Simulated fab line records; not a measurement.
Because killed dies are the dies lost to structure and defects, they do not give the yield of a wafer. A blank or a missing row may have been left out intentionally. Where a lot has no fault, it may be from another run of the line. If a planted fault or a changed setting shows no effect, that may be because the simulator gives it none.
8D (eight disciplines) problem report, filled in by code :: flow berkeley_cmos170 :: the parts of the form that need people (team, actions taken, sign-off) are left out

== 1. THE ISSUE ==
UCB170_V1_CVD_00, rf_fwd_power_W: mean 480.9 W over 1 wafer from 1 lot; wafers with no fault: 548.2 W, standard deviation 1.8. Measured from the usual mean, that is -37 standard deviations.
The step: deposits SiO2 from TEOS/O2, target thk 2000 nm, time 250 s.
The first sign was on wafer L347.1 at day 10 21:42, on pecvd-04. Wafers with a number at this step in the record: 15, from 5 lots. By rule, "out" or "out of limits" means more than 4 standard deviations away from the usual mean. Any other wafer with a number is counted as sound.

== 2. WHAT IT IS; WHAT IT IS NOT ==
question: which readings at this step
is: rf_fwd_power_W
is not: heater_power_w, susceptor_temp_C

question: which lots
is: L347
is not: L331, L341, L351, L353

question: which wafers of those lots
is: L347.1
is not: L347.3, L347.5

question: read on which tools
is: pecvd-04
is not: pecvd-02, pecvd-03

question: when
is: from day 10 21:42
is not: up to then (8 sound wafers); but 6 sound wafers of L351, L353 came after

== 3. SUSPECTS, AND WHAT RULES EACH OUT ==
Counting: any tool at a process step up to the reading remains a suspect provided it ran every lot that is out. Sound lots after the first of them don't rule it out here, since some wafers of a struck lot are sound.
- rie_diel-01 at UCB170_M1_ETCH_11 (etches BARC in N2/H2): kept. It ran the lot that is out, L347 (day 10 19:58).
- rie_metal-04 at UCB170_M1_METAL_ETCH_12 (etches Al in Cl2/BCl3, stops on PSG, target depth 780 nm, time 130 s): kept. The lot that is out, L347, ran on it at day 10 20:01; the last sound lot it ran before that was L341, at day 10 04:14.
- plasma_asher-02 at UCB170_M1_STRIP_13 (strips in O2): kept. It ran the lot that is out, L347 (day 10 20:08).
- pecvd-04 at UCB170_V1_CVD_00 (deposits SiO2 from TEOS/O2, target thk 2000 nm, time 250 s): kept. The lot that is out, L347, ran on it at day 10 21:42; the last sound lot it ran before that was L331, at day 7 13:02. On those wafers its own readings are out: rf_fwd_power_W.
- Within rie_diel-01 at UCB170_M1_ETCH_11: the wafers that are out ran in chamber 3; their sound lot-mates ran in chamber 1.
- In pecvd-04 at UCB170_V1_CVD_00, the wafers that are out were processed in chamber 1 and their sound lot-mates in chambers 0, 2.
Left after counting: rie_diel-01 at UCB170_M1_ETCH_11, rie_metal-04 at UCB170_M1_METAL_ETCH_12, plasma_asher-02 at UCB170_M1_STRIP_13, pecvd-04 at UCB170_V1_CVD_00.

== 4. THE CAUSE (what the simulator had put in) ==
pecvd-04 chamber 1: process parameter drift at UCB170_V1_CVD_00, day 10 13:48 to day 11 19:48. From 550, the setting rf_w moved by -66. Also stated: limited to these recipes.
4 suspects survive the count, and this tool is in that group.

== 5. SEQUENCE OF EFFECTS, ordered by route ==
Each row: a reading whose mean over the struck wafers that have a number lies more than 3 standard deviations from the usual. Only readings for which the record gives a usual standard deviation are gone through. hours: the time from each lot's start at the first step in this table that gives one to its start at this step, as a median over the lots. sigmas: the change in usual standard deviations.
hours: 0
step: UCB170_V1_CVD_00
reading: rf_fwd_power_W
usual: 548.2 W
on struck wafers: 480.9
change: -67.3
sigmas: -37

hours: 0
step: UCB170_V1_THK_MEAS_01
reading: V1_TEOS_THK
usual: 1993 nm
on struck wafers: 1883
change: -110
sigmas: -3.8
Process steps it contains:
- UCB170_V1_CVD_00: deposits SiO2 from TEOS/O2, target thk 2000 nm, time 250 s.

== 6. HOW IT WOULD HAVE BEEN CAUGHT EARLIER ==
First out-of-limits reading in this record: day 10 21:42, which is 8 hours after fault onset at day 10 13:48.
